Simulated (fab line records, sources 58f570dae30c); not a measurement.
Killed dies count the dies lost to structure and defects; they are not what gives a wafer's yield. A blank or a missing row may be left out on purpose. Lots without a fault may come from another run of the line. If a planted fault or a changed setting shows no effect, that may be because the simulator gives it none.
8D (eight disciplines) problem report, filled in by code | flow berkeleyCmos170 | the parts of the form that need people (team, actions taken, sign-off) are left out

1. THE ISSUE
PFIELD_TW at UCB170_PFIELD_TW_MEAS_09 reads a mean of 696.9 on 6 wafers of 2 lots; wafers without a fault read 603.3 with a standard deviation of 2.5. Measured from the usual mean, that is +37 standard deviations.
The first sign was on wafer L867.1 at day 6 12:57, on filmMetro-01. Wafers with a number at this step in the record: 42, from 14 lots. Rule for "out" (also "out of limits"): further than 4 standard deviations from the usual mean. The other wafers with a number count as sound.

2. WHAT THIS IS AND IS NOT
question                    | is                         | is not
which readings at this step | PFIELD_TW                  | -
which lots                  | L867, L875                 | L864, L865, L868, L869, L871, L876, L879, L881, L882, L885, L886, L887
which wafers of those lots  | all that have a number     | -
read on which gauges        | filmMetro-01, filmMetro-03 | filmMetro-04
when                        | from day 6 12:57           | up to then (12 sound wafers); but 24 sound wafers of L869, L876, L879, L881, L882, L885, L886, L887 came after

3. WHAT RULES OUT EACH SUSPECT
Counting: a tool stays on the suspect list if, at a process step up to the reading, it processed all lots that are out and no sound lot following the first of them.
- ruled out: the gauge at UCB170_PFIELD_TW_MEAS_09. The wafers that are out were read on 2 gauges (filmMetro-01, filmMetro-03).
- implanter-01 at UCB170_PFIELD_IMPLANT_07: ruled out as a lasting fault. After its first lot that is out, L867 (day 6 12:38), sound lots L886 ran on it.
Left after counting: nothing in the record.

4. THE CAUSE (what the simulator had put in)
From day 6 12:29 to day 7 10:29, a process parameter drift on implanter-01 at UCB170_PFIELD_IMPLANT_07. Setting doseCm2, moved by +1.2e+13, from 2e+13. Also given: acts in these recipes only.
It was ruled out by counting, in error; the rule expects a fault to strike all lots run on its tool from its start on, and this fault did not.

5. SEQUENCE OF EFFECTS, ordered by route
One row per reading whose mean, taken over the struck wafers that have a number, lies over 3 standard deviations from the usual. Only readings for which the record gives a usual standard deviation are gone through. hours: the time from each lot's start at the first step in this table that gives one to its start at this step, as a median over the lots. sigmas: the change in usual standard deviations.
hours | step                     | reading          | usual      | on struck wafers | change      | sigmas
0     | UCB170_PFIELD_IMPLANT_07 | doseIonsCm2      | 1.9999e+13 | 3.1982e+13       | +1.1984e+13 | +99 or more
0     | UCB170_PFIELD_IMPLANT_07 | faradayCurrentUA | 63.4       | 101.4            | +38.0       | +27
0     | UCB170_PFIELD_TW_MEAS_09 | PFIELD_TW        | 603.3      | 696.9            | +93.6       | +37
The process steps in it:
- UCB170_PFIELD_IMPLANT_07
At these later measuring or inspecting steps, every struck wafer for which the step has a row has a number for every such reading, and none has moved that far: UCB170_CONTACT_THK_MEAS_02, UCB170_CONTACT_OVL_MEAS_16.

6. WHAT WOULD HAVE CAUGHT IT SOONER
The first out-of-limits reading at a measuring or inspecting step in this record came at day 6 12:57, 0 hours after the fault's start at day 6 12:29.
At UCB170_PFIELD_IMPLANT_07, the tool's own readings (doseIonsCm2, faradayCurrentUA) were out on each struck wafer the step has a row for, so an alarm limit on them would have fired on the first such wafer.
